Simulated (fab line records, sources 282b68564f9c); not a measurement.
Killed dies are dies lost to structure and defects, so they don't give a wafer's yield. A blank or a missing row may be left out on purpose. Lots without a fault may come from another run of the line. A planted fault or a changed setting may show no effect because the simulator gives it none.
Which tool did it? | flow rit_cmos | 13 lots, 39 wafers sampled, at 2 steps of a route of 202

WHAT THE GAUGES READ, wafer by wafer
RIT_GATE_THK_MEAS_09. Usual: GATE_POLY_THK 251.3 nm, standard deviation 2.3.
lot  | measured    | on            | GATE_POLY_THK (nm) | flag
L773 | day 2 12:20 | film_metro-03 | 252.2 253.3 252.2  |
L774 | day 2 15:52 | film_metro-02 | 251.3 250.7 249.5  |
L776 | day 3 02:13 | film_metro-02 | 255.1 255.8 252.0  |
L777 | day 3 08:20 | film_metro-04 | 246.6 248.6 248.4  |
L779 | day 3 19:00 | film_metro-04 | 251.8 251.1 250.3  |
L781 | day 4 04:29 | film_metro-04 | 254.8 253.9 254.3  |
L782 | day 4 10:53 | film_metro-02 | 248.6 248.7 247.4  |
L784 | day 4 22:04 | film_metro-03 | 256.0 254.3 254.8  |
L786 | day 5 15:22 | film_metro-04 | 251.9 252.8 250.1  |
L790 | day 6 05:44 | film_metro-04 | 264.0 266.1 265.8  | OFF
L791 | day 6 13:17 | film_metro-04 | 251.8 249.8 250.2  |
L795 | day 7 06:19 | film_metro-03 | 255.1 251.5 253.3  |
L796 | day 7 07:55 | film_metro-03 | 252.9 251.7 253.5  |

WHICH TOOL RAN EACH LOT (tool, then ch and the chambers of the sampled wafers, then the start)
lot  | RIT_GATE_CVD_08
L773 | lpcvd-02 ch 0, day 2 10:41
L774 | lpcvd-01 ch 1, day 2 14:15
L776 | lpcvd-02 ch 1, day 3 00:35
L777 | lpcvd-02 ch 1, day 3 06:43
L779 | lpcvd-01 ch 1, day 3 17:23
L781 | lpcvd-02 ch 0, day 4 02:50
L782 | lpcvd-01 ch 1, day 4 09:15
L784 | lpcvd-02 ch 0, day 4 20:27
L786 | lpcvd-01 ch 1, day 5 13:44
L790 | lpcvd-02 ch 0, day 6 04:07
L791 | lpcvd-01 ch 1, day 6 11:41
L795 | lpcvd-01 ch 0, day 7 04:40
L796 | lpcvd-01 ch 0, day 7 06:17
- RIT_GATE_CVD_08: deposits poly-Si from SiH4, target thk 250 nm, time 2220 s.

WHAT THE TOOLS THEMSELVES READ (means of the sampled wafers that have a number; where no wafer has one, the mark that the record gives instead)
RIT_GATE_CVD_08. Usual: zone_power_load_pct 11.3 %, standard deviation 0.81.
lot  | tool     | zone_power_load_pct (%) | flag
L773 | lpcvd-02 | 12.6                    |
L774 | lpcvd-01 | 10.8                    |
L776 | lpcvd-02 | 10.9                    |
L777 | lpcvd-02 | 10.8                    |
L779 | lpcvd-01 | 10.8                    |
L781 | lpcvd-02 | 12.6                    |
L782 | lpcvd-01 | 10.8                    |
L784 | lpcvd-02 | 12.7                    |
L786 | lpcvd-01 | 10.7                    |
L790 | lpcvd-02 | 12.5                    |
L791 | lpcvd-01 | 10.9                    |
L795 | lpcvd-01 | 10.6                    |
L796 | lpcvd-01 | 10.7                    |

THE ANSWER, worked out from the rows above alone
Rule: a lot is off if the mean of its wafers that have a number lies more than 3 standard deviations from the usual mean. A lot without any number at a reading at which 4 lots or more have one is off too. The other lots that the step has rows for count as sound. The gauges are gone through in route order, then the tools' own readings, and for those a lot's mean is taken as printed above. The first step at which some lot is off is used, and at that step the reading that is off furthest; a lot without a number counts as furthest.
Off: L790, at RIT_GATE_THK_MEAS_09 (GATE_POLY_THK).
A tool fits if, at a process step before that reading, it ran every lot that is off, and no sound lot after the first of them. The gauges at RIT_GATE_THK_MEAS_09 are tried like those tools. One fits: lpcvd-02 at RIT_GATE_CVD_08. Its last sound lot is L784 (day 4 20:27), its first lot that is off L790 (day 6 04:07): a fault that began between those two fits.

WHAT THE SIMULATOR HAD PUT IN
Process parameter drift: lpcvd-02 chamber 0, from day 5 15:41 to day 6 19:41, at RIT_GATE_CVD_08. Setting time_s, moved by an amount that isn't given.
Lots struck among those shown: L790. The rule above found the same.
